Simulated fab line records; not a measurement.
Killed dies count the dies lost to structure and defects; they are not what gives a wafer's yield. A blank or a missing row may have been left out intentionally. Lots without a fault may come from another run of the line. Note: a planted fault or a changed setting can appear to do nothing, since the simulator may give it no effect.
Chamber matching    flow berkeley cmos170    UCB170_V2_ETCH_14 on rie diel-02: 4 sister chambers
The step etches SiO2 in CHF3/CF4/Ar, stops on Al, target depth 1250 nm, time 291 s. 14 wafers are shown with their chamber, then 7 later ones without.

## WAFERS PAIRED WITH THEIR CHAMBERS
wafer   chamber  drypump motor current A (A)  throttle valve pct (%)  oes product au (a.u.)
L140.2  2        6.2                          6.95                    0.873
L140.3  3        5.6                          6.93                    0.879
L140.5  1        5.8                          7.01                    0.888
L139.2  1        5.7                          7.01                    0.899
L139.5  0        4.9                          6.76                    0.863
L139.6  1        5.7                          7.01                    0.889
L144.3  1        5.8                          7.01                    0.896
L144.5  1        5.7                          7.01                    0.898
L144.6  0        4.9                          6.75                    0.861
L146.2  3        5.6                          6.93                    0.876
L146.5  1        5.7                          7.03                    0.886
L146.6  2        6.2                          6.94                    0.883
L153.1  2        6.2                          6.96                    0.875
L153.4  0        4.9                          6.75                    0.867

SIGNATURES, as means of the wafers listed above
reading                  chamber 0  chamber 1  chamber 2  chamber 3  scatter within a chamber
drypump motor current A  4.900      5.733      6.200      5.600      0.0365
throttle valve pct       6.7533     7.0133     6.9500     6.9300     0.00775
oes product au           0.86367    0.89267    0.87700    0.87750    0.00488
Rule: for a wafer and a chamber, the distance is found by dividing, reading by reading, the gap between the wafer's reading and the chamber's mean by the reading's scatter, squaring, summing and taking the root. The wafer belongs to the nearest chamber; if the next one is less than 2 further off, it can't be placed. The scatter: take each reading less its chamber's mean, square it, sum over the shown wafers, divide by the number of wafers less the number of chambers, and take the root.

## WAFERS WITH NO CHAMBER GIVEN
wafer   drypump motor current A (A)  throttle valve pct (%)  oes product au (a.u.)
L153.5  5.6                          6.92                    0.866
L154.1  5.6                          6.92                    0.878
L154.5  5.6                          6.93                    0.869
L154.6  6.2                          6.93                    0.881
L160.2  6.3                          6.94                    0.877
L160.3  5.6                          6.92                    0.875
L160.6  5.6                          6.92                    0.879

## CHAMBER TAKEN BY EACH
wafer   from the rows above  in truth
L153.5  3                    3
L154.1  3                    3
L154.5  3                    3
L154.6  2                    2
L160.2  2                    2
L160.3  3                    3
L160.6  3                    3
Placed correctly: 7 of 7. Not placeable from these rows: 0. Wrongly placed: 0.
